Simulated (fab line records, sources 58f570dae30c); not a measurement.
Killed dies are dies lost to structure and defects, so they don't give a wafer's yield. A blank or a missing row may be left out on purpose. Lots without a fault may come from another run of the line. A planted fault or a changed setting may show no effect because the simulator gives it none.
Which tool did it? | flow berkeley_cmos170 | 14 lots, 42 wafers sampled, at 5 steps of a route of 331

WHAT THE GAUGES READ, wafer by wafer
UCB170_FIELD_THK_MEAS_90.
lot  | measured    | on            | FIELD_OXIDE_LEFT_1_THK (nm)
L842 | day 4 20:34 | film_metro-03 | 438 442 435
L843 | day 4 21:48 | film_metro-03 | 455 459 460
L844 | day 4 21:49 | film_metro-01 | 443 446 437
L845 | day 5 03:14 | film_metro-03 | 424 429 419
L846 | day 5 03:16 | film_metro-04 | 432 432 435
L848 | day 6 03:49 | film_metro-03 | 442 444 448
L849 | day 6 12:38 | film_metro-01 | 469 472 472
L850 | day 6 19:58 | film_metro-04 | 419 424 425
L851 | day 6 19:59 | film_metro-01 | 430 439 440
L853 | day 6 20:02 | film_metro-03 | 433 460 444
L854 | day 7 12:31 | film_metro-03 | 440 443 444
L860 | day 9 00:56 | film_metro-01 | 445 447 430
L861 | day 9 00:56 | film_metro-04 | 460 453 464
L862 | day 9 12:53 | film_metro-04 | 449 448 452

UCB170_PVT_TW_MEAS_09.
lot  | measured     | on            | PVT_TW
L842 | day 5 12:31  | film_metro-01 | 518 518 519
L843 | day 5 12:52  | film_metro-01 | 517 520 514
L844 | day 5 12:35  | film_metro-04 | 514 512 512
L845 | day 5 22:41  | film_metro-03 | 513 510 507
L846 | day 5 22:13  | film_metro-03 | 513 511 509
L848 | day 6 19:56  | film_metro-01 | 520 518 522
L849 | day 7 06:00  | film_metro-04 | 510 513 509
L850 | day 7 12:53  | film_metro-04 | 513 512 511
L851 | day 7 12:55  | film_metro-01 | 520 517 519
L853 | day 7 13:10  | film_metro-03 | 511 511 508
L854 | day 8 11:37  | film_metro-03 | 512 514 512
L860 | day 9 20:31  | film_metro-01 | 519 518 516
L861 | day 9 20:07  | film_metro-03 | 509 508 513
L862 | day 10 04:55 | film_metro-03 | 511 512 510

UCB170_SDANNEAL_RS_MEAS_04: measures by four-point-probe.
lot  | measured     | on            | PLDD_RS (ohm/sq)
L842 | day 6 18:10  | film_metro-02 | 1027 1029 1028
L843 | day 6 17:52  | film_metro-04 | 1035 1027 1028
L844 | day 6 17:40  | film_metro-01 | 1034 1034 1033
L845 | day 7 02:07  | film_metro-04 | 1033 1031 1034
L846 | day 7 02:19  | film_metro-02 | 1028 1028 1027
L848 | day 7 21:26  | film_metro-02 | 1028 1027 1029
L849 | day 8 10:13  | film_metro-04 | 1034 1033 1033
L850 | day 8 19:55  | film_metro-02 | 1030 1029 1031
L851 | day 8 19:45  | film_metro-01 | 1033 1035 1032
L853 | day 8 19:21  | film_metro-02 | 1027 1028 1029
L854 | day 9 14:36  | film_metro-01 | 1030 1032 1031
L860 | day 10 23:31 | film_metro-02 | 1027 1029 1032
L861 | day 10 23:07 | film_metro-04 | 949 946 948
L862 | day 11 06:10 | film_metro-01 | 956 957 957

WHICH TOOL RAN EACH LOT (tool, then ch and the chambers of the sampled wafers, then the start)
lot  | UCB170_PLDD_IMPLANT_08          | UCB170_PLDD_STRIP_10
L842 | implanter-03 ch 0, day 6 03:04  | plasma_asher-03 ch 0,1, day 6 03:22
L843 | implanter-02 ch 0, day 6 03:22  | plasma_asher-04 ch 0, day 6 03:38
L844 | implanter-02 ch 0, day 6 02:43  | plasma_asher-04 ch 0,1, day 6 02:59
L845 | implanter-03 ch 0, day 6 13:36  | plasma_asher-04 ch 0,1, day 6 13:52
L846 | implanter-02 ch 0, day 6 13:50  | plasma_asher-03 ch 0,1, day 6 14:05
L848 | implanter-03 ch 0, day 7 09:17  | plasma_asher-04 ch 0,1, day 7 09:33
L849 | implanter-03 ch 0, day 7 22:45  | plasma_asher-03 ch 0,1, day 7 23:03
L850 | implanter-01 ch 0, day 8 08:16  | plasma_asher-01 ch 0,1, day 8 08:34
L851 | implanter-02 ch 0, day 8 07:58  | plasma_asher-04 ch 0,1, day 8 08:14
L853 | implanter-03 ch 0, day 8 08:08  | plasma_asher-03 ch 0,1, day 8 08:26
L854 | implanter-03 ch 0, day 8 23:27  | plasma_asher-03 ch 0,1, day 8 23:45
L860 | implanter-02 ch 0, day 10 11:00 | plasma_asher-03 ch 0,1, day 10 11:17
L861 | implanter-03 ch 0, day 10 11:07 | plasma_asher-01 ch 0,1, day 10 11:24
L862 | implanter-03 ch 0, day 10 19:08 | plasma_asher-04 ch 0,1, day 10 19:26
- UCB170_PLDD_IMPLANT_08
- UCB170_PLDD_STRIP_10: strips in O2.

WHAT THE TOOLS THEMSELVES READ (means of the sampled wafers that have a number; where no wafer has one, the mark that the record gives instead)
UCB170_PLDD_IMPLANT_08.
lot  | tool         | beam_on_s (s) | end_station_pressure_torr (Torr) | faraday_current_uA | rotation_deg (degrees)
L842 | implanter-03 | 10.07         | 5.13e-06                         | 158                | -0.004
L843 | implanter-02 | 10.18         | 5.27e-06                         | 156                | -0.013
L844 | implanter-02 | 9.95          | 5.04e-06                         | 159                | 0.014
L845 | implanter-03 | 10.17         | 5.04e-06                         | 155                | 0.004
L846 | implanter-02 | 10.00         | 5.05e-06                         | 159                | 0.007
L848 | implanter-03 | 10.05         | 5.20e-06                         | 158                | -0.018
L849 | implanter-03 | 10.11         | 5.06e-06                         | 157                | 0.026
L850 | implanter-01 | 9.81          | 5.06e-06                         | 162                | 0.005
L851 | implanter-02 | 9.98          | 5.26e-06                         | 159                | 0.009
L853 | implanter-03 | 10.06         | 5.04e-06                         | 158                | 0.000
L854 | implanter-03 | 9.97          | 5.21e-06                         | 159                | 0.024
L860 | implanter-02 | 10.08         | 5.05e-06                         | 157                | 0.007
L861 | implanter-03 | 11.98         | 9.75e-05                         | 133                | 0.022
L862 | implanter-03 | 12.05         | 9.34e-05                         | 134                | 0.003

UCB170_PLDD_STRIP_10.
lot  | tool            | drypump_motor_current_A (A) | oes_product_au (a.u.) | strip_time_to_endpoint_s (s)
L842 | plasma_asher-03 | 5.5                         | 0.732                 | 21.67
L843 | plasma_asher-04 | 4.8                         | 0.730                 | 21.64
L844 | plasma_asher-04 | 5.2                         | 0.734                 | 21.70
L845 | plasma_asher-04 | 5.2                         | 0.732                 | 21.73
L846 | plasma_asher-03 | 5.5                         | 0.734                 | 21.63
L848 | plasma_asher-04 | 5.6                         | 0.741                 | 21.64
L849 | plasma_asher-03 | 5.5                         | 0.731                 | 21.58
L850 | plasma_asher-01 | 5.4                         | 0.736                 | 21.75
L851 | plasma_asher-04 | 5.6                         | 0.735                 | 21.67
L853 | plasma_asher-03 | 6.0                         | 0.735                 | 21.67
L854 | plasma_asher-03 | 5.5                         | 0.735                 | 21.64
L860 | plasma_asher-03 | 6.0                         | 0.734                 | 21.71
L861 | plasma_asher-01 | 5.4                         | 0.733                 | 21.56
L862 | plasma_asher-04 | 5.6                         | 0.729                 | 21.79

THE ANSWER, worked out from the rows above alone
Rule: what is usual is taken from the lots themselves. Put in order of their means at a reading, lots are off if they are a third of the lots or fewer, leave a main group of 4 or more, and stand apart from it by a gap of 3 or more times the standard deviation of the main group's means; of several such gaps the widest counts. A main group whose means are all the same, to the digits that the tables above print for the reading, isn't used. A lot without any number at a reading at which 4 lots or more have one is off too. The other lots that the step has rows for count as sound. The gauges are gone through in route order, then the tools' own readings, and for those a lot's mean is taken as printed above. The first step at which some lot is off is used, and at that step the reading that is off furthest; a lot without a number counts as furthest.
Off: L861, L862, at UCB170_SDANNEAL_RS_MEAS_04 (PLDD_RS). The main group: mean 1030 ohm/sq, standard deviation 2.2.
A tool fits if, at a process step before that reading, it ran every lot that is off, and no sound lot after the first of them. The gauges at UCB170_SDANNEAL_RS_MEAS_04 aren't tried: what is off there is off at UCB170_PLDD_IMPLANT_08 too, on other tools, and a gauge's error can't cause that. One fits: implanter-03 at UCB170_PLDD_IMPLANT_08. Its last sound lot is L854 (day 8 23:27), its first lot that is off L861 (day 10 11:07): a fault that began between those two fits.
The tool's own readings at UCB170_PLDD_IMPLANT_08 bear it out: on the lots that are off they differ by more than 5 times the standard deviation of the sound lots' means. beam_on_s reads 12.02 s there against 10.04 s on the sound lots; end_station_pressure_torr reads 9.54e-05 Torr there against 5.12e-06 Torr on the sound lots; faraday_current_uA reads 134 there against 158 on the sound lots.

WHAT THE SIMULATOR HAD PUT IN
Process parameter drift: implanter-03, from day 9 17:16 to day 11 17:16, at UCB170_PLDD_IMPLANT_08. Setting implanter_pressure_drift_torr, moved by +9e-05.
Process parameter drift: implanter-03, from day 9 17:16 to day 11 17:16, at UCB170_PLDD_IMPLANT_08. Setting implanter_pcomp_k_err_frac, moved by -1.
Lots struck among those shown: L861, L862. The rule above found the same.
